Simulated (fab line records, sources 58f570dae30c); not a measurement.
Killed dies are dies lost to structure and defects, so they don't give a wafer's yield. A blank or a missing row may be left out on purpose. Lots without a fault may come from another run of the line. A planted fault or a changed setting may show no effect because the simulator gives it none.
Which tool did it? | flow berkeley_cmos170 | 24 lots, 72 wafers sampled, at 6 steps of a route of 331

WHAT THE GAUGES READ, wafer by wafer
UCB170_NWELL_THK_MEAS_05. Usual: NWELL_NITRIDE_THK 223.5 nm, standard deviation 1.9.
lot  | measured    | on            | NWELL_NITRIDE_THK (nm) | flag
L074 | day 2 10:56 | film_metro-04 | 221.8 221.4 219.9      |
L075 | day 2 18:33 | film_metro-04 | 225.3 221.5 223.8      |
L076 | day 2 23:14 | film_metro-04 | 222.3 221.9 223.0      |
L077 | day 2 23:14 | film_metro-01 | 223.1 222.0 222.8      |
L078 | day 3 07:17 | film_metro-01 | 224.7 224.0 224.0      |
L079 | day 3 12:01 | film_metro-03 | 226.4 223.7 224.2      |
L080 | day 3 12:01 | film_metro-04 | 221.7 219.1 220.0      |
L081 | day 3 21:58 | film_metro-03 | 223.9 223.0 221.7      |
L082 | day 4 01:49 | film_metro-04 | 223.6 224.0 224.6      |
L083 | day 4 08:43 | film_metro-03 | 221.2 222.0 221.1      |
L084 | day 4 08:44 | film_metro-04 | 221.2 220.6 223.5      |
L085 | day 4 18:28 | film_metro-03 | 224.0 222.6 222.9      |
L086 | day 5 00:47 | film_metro-04 | 228.3 227.3 227.3      |
L087 | day 5 00:49 | film_metro-03 | 227.5 225.5 227.1      |
L088 | day 5 10:59 | film_metro-04 | 223.2 222.1 222.5      |
L090 | day 5 15:31 | film_metro-04 | 224.7 222.9 223.0      |
L089 | day 5 15:31 | film_metro-01 | 224.8 223.1 225.1      |
L092 | day 6 03:49 | film_metro-01 | 225.3 225.1 225.7      |
L091 | day 6 03:51 | film_metro-03 | 221.9 223.7 222.5      |
L093 | day 6 18:17 | film_metro-03 | 224.4 225.1 225.2      |
L094 | day 6 18:17 | film_metro-04 | 223.8 224.0 224.6      |
L095 | day 7 01:07 | film_metro-04 | 223.8 222.6 221.9      |
L096 | day 7 01:07 | film_metro-01 | 222.1 223.7 222.3      |
L097 | day 7 09:06 | film_metro-04 | 225.9 222.8 225.1      |

UCB170_SACOX_THK_MEAS_02. Usual: SACOX_OXIDE_THK 14.45 nm, standard deviation 0.24.
lot  | measured     | on            | SACOX_OXIDE_THK (nm) | flag
L074 | day 5 09:35  | film_metro-01 | 14.89 14.53 14.75    |
L075 | day 6 08:58  | film_metro-01 | 14.81 14.64 14.66    |
L076 | day 6 08:58  | film_metro-02 | 14.54 14.39 14.34    |
L077 | day 6 08:55  | film_metro-02 | 14.06 14.22 14.26    |
L078 | day 6 08:54  | film_metro-01 | 14.47 14.47 14.36    |
L079 | day 7 00:47  | film_metro-01 | 14.59 14.78 14.55    |
L080 | day 7 00:47  | film_metro-04 | 14.37 14.54 14.47    |
L081 | day 7 06:23  | film_metro-04 | 14.06 14.12 14.28    |
L082 | day 7 11:35  | film_metro-01 | 14.54 14.65 14.42    |
L083 | day 7 21:43  | film_metro-02 | 14.56 14.90 14.53    |
L084 | day 7 21:44  | film_metro-04 | 14.63 14.59 14.47    |
L085 | day 8 04:44  | film_metro-04 | 14.69 14.78 14.73    |
L086 | day 8 04:43  | film_metro-02 | 14.42 14.34 14.35    |
L087 | day 8 04:44  | film_metro-01 | 14.25 14.37 14.39    |
L088 | day 8 21:34  | film_metro-01 | 14.19 14.19 14.19    |
L090 | day 8 21:30  | film_metro-01 | 14.25 14.15 14.47    |
L089 | day 8 21:31  | film_metro-04 | 14.49 14.40 14.25    |
L092 | day 9 15:07  | film_metro-02 | 14.77 14.74 14.47    |
L091 | day 9 15:08  | film_metro-04 | 14.49 14.72 14.71    |
L093 | day 10 00:47 | film_metro-01 | 13.96 14.09 13.92    |
L094 | day 10 00:51 | film_metro-01 | 14.35 14.51 14.53    |
L095 | day 10 13:08 | film_metro-02 | 14.39 14.31 14.26    |
L096 | day 10 13:09 | film_metro-04 | 14.81 14.74 14.71    |
L097 | day 10 13:12 | film_metro-02 | 14.05 13.95 14.12    |

UCB170_M1_CD_MEAS_90: target cd 700 nm. Usual: cd_nm 699.9 nm, standard deviation 2.4.
lot  | measured     | on        | cd_nm (nm)        | flag
L074 | day 7 23:41  | cd_sem-01 | 698.7 697.5 696.6 |
L075 | day 8 14:01  | cd_sem-01 | 702.1 702.8 702.3 |
L076 | day 8 12:43  | cd_sem-01 | 701.7 703.6 699.0 |
L077 | day 8 15:56  | cd_sem-02 | 701.4 703.2 699.4 |
L078 | day 8 14:15  | cd_sem-02 | 700.5 699.9 697.8 |
L079 | day 9 05:40  | cd_sem-02 | 706.1 699.7 698.8 |
L080 | day 9 05:07  | cd_sem-01 | 701.6 699.3 700.7 |
L081 | day 9 10:22  | cd_sem-02 | 700.2 697.3 701.3 |
L082 | day 9 11:11  | cd_sem-01 | 701.0 702.1 703.1 |
L083 | day 10 07:08 | cd_sem-01 | 700.4 699.5 701.9 |
L084 | day 10 08:31 | cd_sem-01 | 700.2 699.0 703.4 |
L085 | day 10 16:38 | cd_sem-01 | 701.7 703.1 701.1 |
L086 | day 10 18:31 | cd_sem-01 | 702.9 701.8 703.2 |
L087 | day 10 18:27 | cd_sem-02 | 699.1 699.3 699.3 |
L088 | day 11 09:11 | cd_sem-02 | 695.8 696.8 694.5 |
L090 | day 11 05:25 | cd_sem-01 | 698.1 695.5 698.6 |
L089 | day 11 10:02 | cd_sem-01 | 702.8 702.1 702.1 |
L092 | day 11 15:04 | cd_sem-01 | 699.6 698.8 701.5 |
L091 | day 11 14:34 | cd_sem-01 | 699.7 697.6 696.7 |
L093 | day 11 22:18 | cd_sem-02 | 701.4 702.0 700.9 |
L094 | day 11 22:50 | cd_sem-02 | 698.0 702.3 700.7 |
L095 | day 12 19:14 | cd_sem-01 | 702.0 697.2 697.8 |
L096 | day 12 17:25 | cd_sem-01 | 700.0 700.5 700.2 |
L097 | day 12 16:40 | cd_sem-01 | 698.9 697.6 699.2 |

UCB170_M3_CD_MEAS_15: target cd 700 nm. Usual: cd_nm 700.0 nm, standard deviation 1.4.
lot  | measured     | on        | cd_nm (nm)        | flag
L074 | day 8 17:44  | cd_sem-02 | 697.0 697.6 695.7 |
L075 | day 9 04:28  | cd_sem-01 | 698.6 700.2 699.3 |
L076 | day 9 03:48  | cd_sem-02 | 699.3 701.2 699.8 |
L077 | day 9 05:00  | cd_sem-02 | 702.1 702.4 701.6 |
L078 | day 9 04:44  | cd_sem-01 | 700.0 700.2 700.5 |
L079 | day 9 21:44  | cd_sem-01 | 699.9 699.9 698.0 |
L080 | day 9 16:58  | cd_sem-02 | 698.9 700.3 699.8 |
L081 | day 10 02:16 | cd_sem-01 | 698.9 701.9 700.6 |
L082 | day 10 04:19 | cd_sem-01 | 698.3 700.2 699.0 |
L083 | day 10 19:10 | cd_sem-02 | 697.9 698.1 699.2 |
L084 | day 10 20:58 | cd_sem-01 | 699.9 701.2 700.7 |
L085 | day 11 07:30 | cd_sem-01 | 703.2 702.1 702.4 |
L086 | day 11 13:40 | cd_sem-02 | 698.4 699.2 699.1 |
L087 | day 11 08:33 | cd_sem-01 | 699.0 700.0 699.4 |
L088 | day 11 20:43 | cd_sem-01 | 700.5 699.5 700.1 |
L090 | day 11 18:08 | cd_sem-01 | 700.7 700.0 699.5 |
L089 | day 11 22:10 | cd_sem-02 | 699.2 699.5 700.5 |
L092 | day 12 04:11 | cd_sem-02 | 698.6 698.7 701.0 |
L091 | day 12 02:01 | cd_sem-02 | 699.8 699.7 698.4 |
L093 | day 12 11:39 | cd_sem-02 | 704.2 701.8 703.1 |
L094 | day 12 12:50 | cd_sem-02 | 699.0 699.6 698.9 |
L095 | day 13 08:43 | cd_sem-02 | 700.8 702.2 700.5 |
L096 | day 13 07:40 | cd_sem-02 | 700.6 701.5 699.8 |
L097 | day 13 07:01 | cd_sem-01 | 699.9 699.2 699.7 |

WHICH TOOL RAN EACH LOT (tool, then ch and the chambers of the sampled wafers, then the start)
lot  | UCB170_SDANNEAL_RTA_01           | UCB170_CONTACT_STRIP_19
L074 | rtp_anneal-01 ch 0, day 7 15:25  | plasma_asher-01 ch 0,1, day 7 21:25
L075 | rtp_anneal-02 ch 0, day 8 04:47  | plasma_asher-03 ch 0,1, day 8 11:17
L076 | rtp_anneal-02 ch 0, day 8 04:59  | plasma_asher-03 ch 0,1, day 8 10:17
L077 | rtp_anneal-01 ch 0, day 8 05:26  | plasma_asher-01 ch 0,1, day 8 13:02
L078 | rtp_anneal-01 ch 0, day 8 04:47  | plasma_asher-03 ch 0,1, day 8 11:28
L079 | rtp_anneal-01 ch 0, day 8 22:00  | plasma_asher-02 ch 0,1, day 9 03:45
L080 | rtp_anneal-02 ch 0, day 8 21:36  | plasma_asher-01 ch 0,1, day 9 03:01
L081 | rtp_anneal-02 ch 0, day 9 03:08  | plasma_asher-02 ch 0,1, day 9 08:18
L082 | rtp_anneal-01 ch 0, day 9 03:44  | plasma_asher-01 ch 0,1, day 9 09:17
L083 | rtp_anneal-02 ch 0, day 10 00:05 | plasma_asher-02 ch 0,1, day 10 05:01
L084 | rtp_anneal-01 ch 0, day 10 00:56 | plasma_asher-01 ch 0,1, day 10 06:10
L085 | rtp_anneal-02 ch 0, day 10 09:23 | plasma_asher-03 ch 0,1, day 10 14:38
L086 | rtp_anneal-02 ch 0, day 10 09:49 | plasma_asher-02 ch 1, day 10 15:45
L087 | rtp_anneal-01 ch 0, day 10 09:40 | plasma_asher-03 ch 0,1, day 10 15:40
L088 | rtp_anneal-01 ch 0, day 10 22:20 | plasma_asher-03 ch 0,1, day 11 06:49
L090 | rtp_anneal-01 ch 0, day 10 21:47 | plasma_asher-01 ch 0,1, day 11 02:50
L089 | rtp_anneal-02 ch 0, day 10 22:10 | plasma_asher-03 ch 0,1, day 11 07:05
L092 | rtp_anneal-01 ch 0, day 11 07:00 | plasma_asher-01 ch 0,1, day 11 12:34
L091 | rtp_anneal-02 ch 0, day 11 06:15 | plasma_asher-01 ch 0,1, day 11 12:10
L093 | rtp_anneal-02 ch 0, day 11 14:37 | plasma_asher-01 ch 0,1, day 11 20:04
L094 | rtp_anneal-01 ch 0, day 11 14:50 | plasma_asher-01 ch 0,1, day 11 20:48
L095 | rtp_anneal-02 ch 0, day 12 10:54 | plasma_asher-03 ch 0,1, day 12 17:05
L096 | rtp_anneal-01 ch 0, day 12 09:50 | plasma_asher-01 ch 0,1, day 12 15:23
L097 | rtp_anneal-02 ch 0, day 12 09:39 | plasma_asher-01 ch 0,1, day 12 14:40
- UCB170_SDANNEAL_RTA_01: time 5 s.
- UCB170_CONTACT_STRIP_19: strips in O2.

WHAT THE TOOLS THEMSELVES READ (means of the sampled wafers that have a number; where no wafer has one, the mark that the record gives instead)
UCB170_SDANNEAL_RTA_01. Usual: chamber_o2_ppm 2.003, standard deviation 0.02; lamp_power_pct 33.79 %, standard deviation 0.043; wafer_temp_C_max 1055.3, standard deviation 1.9.
lot  | tool          | chamber_o2_ppm | lamp_power_pct (%) | wafer_temp_C_max | flag
L074 | rtp_anneal-01 | 2.016          | 33.81              | 1057.0           |
L075 | rtp_anneal-02 | 2.000          | 33.75              | 1053.7           |
L076 | rtp_anneal-02 | 2.003          | 33.76              | 1054.2           |
L077 | rtp_anneal-01 | 2.012          | 33.81              | 1056.6           |
L078 | rtp_anneal-01 | 1.988          | 33.81              | 1056.6           |
L079 | rtp_anneal-01 | 1.995          | 33.83              | 1057.2           |
L080 | rtp_anneal-02 | 2.028          | 33.76              | 1053.2           |
L081 | rtp_anneal-02 | 2.020          | 33.73              | 1054.2           |
L082 | rtp_anneal-01 | 1.987          | 33.82              | 1055.9           |
L083 | rtp_anneal-02 | 2.016          | 33.78              | 1054.3           |
L084 | rtp_anneal-01 | 2.026          | 33.81              | 1057.2           |
L085 | rtp_anneal-02 | 2.005          | 33.76              | 1053.7           |
L086 | rtp_anneal-02 | 1.995          | 33.76              | 1053.8           |
L087 | rtp_anneal-01 | 2.012          | 33.83              | 1056.9           |
L088 | rtp_anneal-01 | 2.030          | 33.83              | 1056.5           |
L090 | rtp_anneal-01 | 1.997          | 33.83              | 1056.5           |
L089 | rtp_anneal-02 | 1.989          | 33.77              | 1054.1           |
L092 | rtp_anneal-01 | 1.974          | 33.82              | 1055.8           |
L091 | rtp_anneal-02 | 1.987          | 33.75              | 1054.0           |
L093 | rtp_anneal-02 | 1.990          | 33.76              | 1052.6           |
L094 | rtp_anneal-01 | 2.016          | 33.81              | 1056.8           |
L095 | rtp_anneal-02 | 2.010          | 33.78              | 1053.3           |
L096 | rtp_anneal-01 | 1.983          | 33.81              | 1057.8           |
L097 | rtp_anneal-02 | 2.002          | 33.73              | 1053.4           |

UCB170_CONTACT_STRIP_19. Usual: drypump_motor_current_A 5.61 A, standard deviation 0.2; o2_flow_sccm 400.1 sccm, standard deviation 1.3; oes_product_au 0.725 a.u., standard deviation 0.0043.
lot  | tool            | drypump_motor_current_A (A) | o2_flow_sccm (sccm) | oes_product_au (a.u.) | flag
L074 | plasma_asher-01 | 5.62                        | 400.1               | 0.725                 |
L075 | plasma_asher-03 | 5.51                        | 400.6               | 0.725                 |
L076 | plasma_asher-03 | 5.50                        | 400.3               | 0.722                 |
L077 | plasma_asher-01 | 5.62                        | 400.0               | 0.726                 |
L078 | plasma_asher-03 | 5.58                        | 399.1               | 0.728                 |
L079 | plasma_asher-02 | 5.41                        | 398.7               | 0.723                 |
L080 | plasma_asher-01 | 5.76                        | 401.4               | 0.724                 |
L081 | plasma_asher-02 | 5.59                        | 400.2               | 0.723                 |
L082 | plasma_asher-01 | 5.62                        | 400.2               | 0.726                 |
L083 | plasma_asher-02 | 5.57                        | 400.7               | 0.725                 |
L084 | plasma_asher-01 | 5.76                        | 398.8               | 0.723                 |
L085 | plasma_asher-03 | 5.58                        | 400.2               | 0.727                 |
L086 | plasma_asher-02 | 5.75                        | 402.1               | 0.726                 |
L087 | plasma_asher-03 | 5.58                        | 399.4               | 0.726                 |
L088 | plasma_asher-03 | 5.51                        | 400.2               | 0.724                 |
L090 | plasma_asher-01 | 5.76                        | 400.4               | 0.720                 |
L089 | plasma_asher-03 | 5.51                        | 399.2               | 0.723                 |
L092 | plasma_asher-01 | 5.76                        | 399.5               | 0.726                 |
L091 | plasma_asher-01 | 5.61                        | 400.6               | 0.726                 |
L093 | plasma_asher-01 | 5.74                        | 401.0               | 0.725                 |
L094 | plasma_asher-01 | 5.75                        | 399.3               | 0.724                 |
L095 | plasma_asher-03 | 5.59                        | 401.1               | 0.728                 |
L096 | plasma_asher-01 | 5.76                        | 401.0               | 0.726                 |
L097 | plasma_asher-01 | 5.75                        | 401.6               | 0.730                 |

THE ANSWER, worked out from the rows above alone
Rule: a lot is off if the mean of its wafers that have a number lies more than 3 standard deviations from the usual mean. A lot without any number at a reading at which 4 lots or more have one is off too. The other lots that the step has rows for count as sound. The gauges are gone through in route order, then the tools' own readings, and for those a lot's mean is taken as printed above. The first step at which some lot is off is used, and at that step the reading that is off furthest; a lot without a number counts as furthest.
No lot is off at any reading shown: from this, nothing can be told.

WHAT THE SIMULATOR HAD PUT IN
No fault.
